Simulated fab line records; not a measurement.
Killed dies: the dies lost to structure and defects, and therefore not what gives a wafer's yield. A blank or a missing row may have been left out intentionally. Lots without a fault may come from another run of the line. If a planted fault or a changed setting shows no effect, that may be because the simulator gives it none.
What tool caused it? -- flow berkeley-cmos170 -- Sampling: 14 lots, 42 wafers, 2 of 331 route steps

## WHAT EACH GAUGE READ, for each wafer
UCB170_ACTIVE_THK_MEAS_03.
lot,measured,on,ACTIVE_OXIDE_THK (nm)
L598,day 5 07:42,film-metro-01,25.6 26.0 25.7
L599,day 5 17:59,film-metro-01,26.0 26.4 26.5
L600,day 5 17:59,film-metro-03,25.5 25.5 26.2
L602,day 6 16:13,film-metro-03,26.1 26.5 26.1
L608,day 7 02:35,film-metro-04,26.2 26.1 25.9
L609,day 7 02:36,film-metro-01,26.8 26.9 26.8
L607,day 7 02:38,film-metro-04,26.2 26.3 26.3
L611,day 7 17:01,film-metro-01,26.4 26.4 26.6
L613,day 7 17:05,film-metro-01,26.2 26.3 26.9
L612,day 7 17:05,film-metro-04,26.1 26.7 26.2
L616,day 8 05:36,film-metro-01,25.9 26.3 26.2
L615,day 8 05:37,film-metro-04,26.0 26.4 26.4
L619,day 9 01:38,film-metro-03,26.4 26.6 26.2
L620,day 9 11:35,film-metro-01,26.7 26.2 26.4

UCB170_GATE_THK_MEAS_02.
lot,measured,on,GATE_OXIDE_THK (nm)
L598,day 7 19:46,film-metro-03,6.48 6.37 6.40
L599,day 8 02:53,film-metro-02,6.52 6.45 6.44
L600,day 8 02:53,film-metro-04,6.38 6.33 6.31
L602,day 9 10:34,film-metro-03,6.69 6.75 6.67
L608,day 10 01:59,film-metro-03,6.73 6.59 6.72
L609,day 10 01:55,film-metro-02,6.65 6.62 6.68
L607,day 10 01:55,film-metro-03,6.43 6.52 6.57
L611,day 10 09:25,film-metro-02,6.58 6.57 6.58
L613,day 10 09:25,film-metro-04,6.67 6.60 6.67
L612,day 10 09:29,film-metro-02,6.43 6.41 6.41
L616,day 10 23:14,film-metro-02,6.64 6.79 6.72
L615,day 10 23:14,film-metro-03,6.83 6.92 6.75
L619,day 11 15:32,film-metro-03,6.67 6.65 6.61
L620,day 12 04:58,film-metro-03,6.62 6.63 6.67

## EACH LOT AND THE TOOL THAT RAN IT (in order: tool; ch and the chambers of the sampled wafers; start)
No process step before these readings appears in the record.

## AS READ BY THE TOOLS THEMSELVES (means over the sampled wafers that have a number; for cases with no such wafer, the mark the record gives instead)
The record holds no such reading with a usual standard deviation.

## THE ANSWER, worked out from the rows above alone
Rule: usual is defined by the lots themselves. The widest of any qualifying gaps counts: lots, ordered by their means at a reading, are off when they make up no more than a third of the lots, leave a main group of 4 or more, and stand apart from it by 3 or more times the standard deviation of that group's means. A main group whose means are all the same, to the digits that the tables above print for the reading, isn't used. A lot without any number at a reading at which 4 lots or more have one is off too. The other lots that the step has rows for count as sound. Order of review: gauges by route order, followed by the tools' own readings, for which a lot's mean as printed above is used. At the first step where some lot is off, the reading lying furthest off is the one used; lots without a number count as furthest.
None of the lots is off at any reading shown; this tells nothing.

## WHAT WAS PUT IN BY THE SIMULATOR
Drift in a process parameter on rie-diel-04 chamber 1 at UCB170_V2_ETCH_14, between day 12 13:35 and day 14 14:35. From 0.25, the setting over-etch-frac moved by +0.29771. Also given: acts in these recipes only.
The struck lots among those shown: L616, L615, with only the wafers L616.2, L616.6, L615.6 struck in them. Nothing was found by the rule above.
